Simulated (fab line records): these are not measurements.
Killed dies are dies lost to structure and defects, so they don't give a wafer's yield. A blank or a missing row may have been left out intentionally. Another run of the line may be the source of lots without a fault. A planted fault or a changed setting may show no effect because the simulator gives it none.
8D (eight disciplines) problem report, filled in by code ; flow rit-cmos ; the parts of the form that need people (team, actions taken, sign-off) are left out

1. WHAT WENT WRONG
Across 6 wafers from 2 lots, FOX2_OXIDE_THK at RIT_FOX2_THK_MEAS_01 averages 391 nm, while fault-free wafers read 352 nm with a standard deviation of 6. That puts it +6.5 standard deviations away from the usual mean.
First observed at day 4 13:00: wafer L501.1, on film-metro-04. At this step, 42 wafers from 14 lots have a number in the record. By rule, "out" or "out of limits" means more than 4 standard deviations away from the usual mean. The other wafers with a number count as sound.

2. WHAT IT IS AND WHAT IT IS NOT
question;is;is not
which readings at this step;FOX2_OXIDE_THK;-
which lots;L501, L502;L488, L490, L494, L497, L498, L503, L504, L505, L506, L508, L509, L510
which wafers of those lots;all that have a number;-
read on which gauges;film-metro-01, film-metro-04;film-metro-02
when;from day 4 13:00;"up to then (15 sound wafers); but 21 sound wafers of L503, L504, L505, L506, L508, L509, L510 came after"

3. WHAT RULES OUT EACH SUSPECT
Counting: a tool stays on the suspect list if, at a process step up to the reading, it processed all lots that are out and no sound lot following the first of them.
- the gauge at RIT_FOX2_THK_MEAS_01 has been ruled out. Those wafers that are out were read across 2 gauges (film-metro-01, film-metro-04).
- furnace-04 at RIT_FOX2_OXIDATION_00 (target thk 350.7 nm, ox time 1130 s): kept. All lots that are out passed through it, beginning with L501 at day 4 11:41, and no sound lot followed; its final sound lot before that point was L497 at day 3 17:05.
Remaining after the count: furnace-04 at RIT_FOX2_OXIDATION_00.

4. THE CAUSE (what the simulator had put in)
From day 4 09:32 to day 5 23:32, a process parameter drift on furnace-04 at RIT_FOX2_OXIDATION_00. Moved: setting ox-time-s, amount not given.
Only this tool survived the counting.

5. THE EFFECT CHAIN, in route order
Each row: a reading where the mean over the struck wafers with a number is more than 3 standard deviations away from the usual. Readings are gone through only where the record gives a usual standard deviation; hours: the median, over the lots, of the time from a lot's start at the first step in this table giving one to that lot's start at this step; sigmas: the change measured in usual standard deviations.
hours;step;reading;usual;on struck wafers;change;sigmas
0;RIT_FOX2_THK_MEAS_01;FOX2_OXIDE_THK;352 nm;391;+39;+6.5
1;RIT_FOX2_THK_MEAS_90;FIELD_OXIDE_LEFT_1_THK;325 nm;364;+39;+6.6
17;RIT_FOX2_THK_MEAS_91;FIELD_OXIDE_LEFT_2_THK;257 nm;296;+39;+6.6

6. WHAT WOULD HAVE CAUGHT IT SOONER
The first out-of-limits reading at a measuring or inspecting step in this record came at day 4 13:00, 3 hours after the fault's start at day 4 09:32.
L502, from the lots that are out (2), started RIT_FOX2_OXIDATION_00 on furnace-04 later than day 4 13:00. Had the tool been put on hold then, it would have been spared.
